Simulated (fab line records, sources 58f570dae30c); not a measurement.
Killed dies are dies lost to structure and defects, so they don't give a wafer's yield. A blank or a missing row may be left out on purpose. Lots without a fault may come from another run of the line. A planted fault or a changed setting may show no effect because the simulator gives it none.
Tool commonality check | flow berkeley_cmos170 | 13 lots, 39 wafers sampled

WHY IT WAS OPENED
At UCB170_NSD_TW_MEAS_10 the reading NSD_TW is flagged on 1 of 13 lots. Wafers without a fault read 4162, standard deviation 32.
Rule: a lot is flagged when every wafer of it that has a number lies more than 4 standard deviations from that mean, or none has a number. The other lots count as sound.

lot  | measured     | on            | NSD_TW, wafer by wafer | flag
L760 | day 7 13:52  | film_metro-02 | 4133 4133 4126         |
L761 | day 8 07:10  | film_metro-04 | 4176 4191 4176         |
L762 | day 8 07:22  | film_metro-02 | 4156 4149 4139         |
L766 | day 9 01:39  | film_metro-01 | 4178 4155 4167         |
L764 | day 9 01:54  | film_metro-02 | 4125 4118 4121         |
L767 | day 9 12:14  | film_metro-02 | 4109 4141 4141         |
L768 | day 9 12:23  | film_metro-04 | 4177 4156 4180         |
L771 | day 10 10:38 | film_metro-04 | 4183 4179 4188         |
L776 | day 11 21:52 | film_metro-01 | 4213 4215 4212         |
L775 | day 11 22:05 | film_metro-04 | 30 30 30               | FLAGGED
L780 | day 12 15:07 | film_metro-04 | 4176 4192 4190         |
L783 | day 13 14:31 | film_metro-04 | 4205 4214 4203         |
L782 | day 13 14:47 | film_metro-02 | 4139 4153 4113         |
The numbers of the flagged lots are 30 on average: -4132 against the usual, or -99 or more standard deviations.

WHICH TOOL RAN EACH LOT
The record holds 2 process steps before the reading, out of a route of 331 steps. In each cell: the tool, then ch and the chambers that the sampled wafers went through, then the start.
lot  | flag    | UCB170_PSD_STRIP_09                  | UCB170_NSD_STRIP_09
L760 |         | plasma_asher-04 ch 0,1, day 7 11:58  | plasma_asher-02 ch 0, day 7 13:46
L761 |         | plasma_asher-03 ch 1, day 8 04:49    | plasma_asher-02 ch 0,1, day 8 07:04
L762 |         | plasma_asher-02 ch 0,1, day 8 05:04  | plasma_asher-01 ch 0,1, day 8 07:16
L766 |         | plasma_asher-03 ch 0,1, day 8 23:56  | plasma_asher-02 ch 0,1, day 9 01:33
L764 |         | plasma_asher-02 ch 0,1, day 9 00:13  | plasma_asher-01 ch 0,1, day 9 01:48
L767 |         | plasma_asher-02 ch 0,1, day 9 10:10  | plasma_asher-01 ch 0,1, day 9 12:08
L768 |         | plasma_asher-03 ch 0,1, day 9 10:26  | plasma_asher-02 ch 0,1, day 9 12:17
L771 |         | plasma_asher-03 ch 1, day 10 08:05   | plasma_asher-02 ch 0,1, day 10 10:32
L776 |         | plasma_asher-02 ch 0,1, day 11 17:02 | plasma_asher-01 ch 0,1, day 11 21:47
L775 | FLAGGED | plasma_asher-02 ch 0, day 11 17:17   | plasma_asher-02 ch 0,1, day 11 21:59
L780 |         | plasma_asher-03 ch 0,1, day 12 13:32 | plasma_asher-01 ch 0,1, day 12 15:01
L783 |         | plasma_asher-04 ch 0,1, day 13 12:47 | plasma_asher-01 ch 0,1, day 13 14:24
L782 |         | plasma_asher-03 ch 0,1, day 13 13:04 | plasma_asher-04 ch 0,1, day 13 14:43
What these steps do:
- UCB170_PSD_STRIP_09: strips in O2.
- UCB170_NSD_STRIP_09: strips in O2.
- UCB170_NSD_TW_MEAS_10

FLAGGED OVER TOTAL, TOOL BY TOOL (the gauges that took the reading come last)
step                  | tool            | lots run | flagged | share of the flagged lots | sound lots run after its first flagged lot
UCB170_PSD_STRIP_09   | plasma_asher-02 | 5        | 1       | all                       | 0
UCB170_PSD_STRIP_09   | plasma_asher-03 | 6        | 0       | none                      | -
UCB170_PSD_STRIP_09   | plasma_asher-04 | 2        | 0       | none                      | -
UCB170_NSD_STRIP_09   | plasma_asher-01 | 6        | 0       | none                      | -
UCB170_NSD_STRIP_09   | plasma_asher-02 | 6        | 1       | all                       | 0
UCB170_NSD_STRIP_09   | plasma_asher-04 | 1        | 0       | none                      | -
UCB170_NSD_TW_MEAS_10 | film_metro-01   | 2        | 0       | none                      | -
UCB170_NSD_TW_MEAS_10 | film_metro-02   | 5        | 0       | none                      | -
UCB170_NSD_TW_MEAS_10 | film_metro-04   | 6        | 1       | all                       | 2 (L780,L783)

WHAT THE TABLE ALLOWS
3 rows of the table ran every flagged lot: plasma_asher-02 at UCB170_PSD_STRIP_09, plasma_asher-02 at UCB170_NSD_STRIP_09, film_metro-04 at UCB170_NSD_TW_MEAS_10.
- plasma_asher-02 at UCB170_PSD_STRIP_09: 1 of its 5 lots flagged. Its last sound lot is L776 (day 11 17:02), its first flagged lot L775 (day 11 17:17): a fault that began between those two fits. Its own readings lie more than 4 standard deviations out on every wafer of the flagged lots: oes_product_au.
- plasma_asher-02 at UCB170_NSD_STRIP_09: 1 of its 6 lots flagged. Its last sound lot is L771 (day 10 10:32), its first flagged lot L775 (day 11 21:59): a fault that began between those two fits. Its own readings lie more than 4 standard deviations out on every wafer of the flagged lots: oes_product_au, strip_time_to_endpoint_s.
- film_metro-04 at UCB170_NSD_TW_MEAS_10: 1 of its 6 lots flagged. Sound lots ran on it after the first flagged one (L780, L783), which a lasting fault on the whole tool wouldn't allow.
One tool is left: plasma_asher-02 at UCB170_PSD_STRIP_09 and UCB170_NSD_STRIP_09.

WHAT THE SIMULATOR HAD PUT IN
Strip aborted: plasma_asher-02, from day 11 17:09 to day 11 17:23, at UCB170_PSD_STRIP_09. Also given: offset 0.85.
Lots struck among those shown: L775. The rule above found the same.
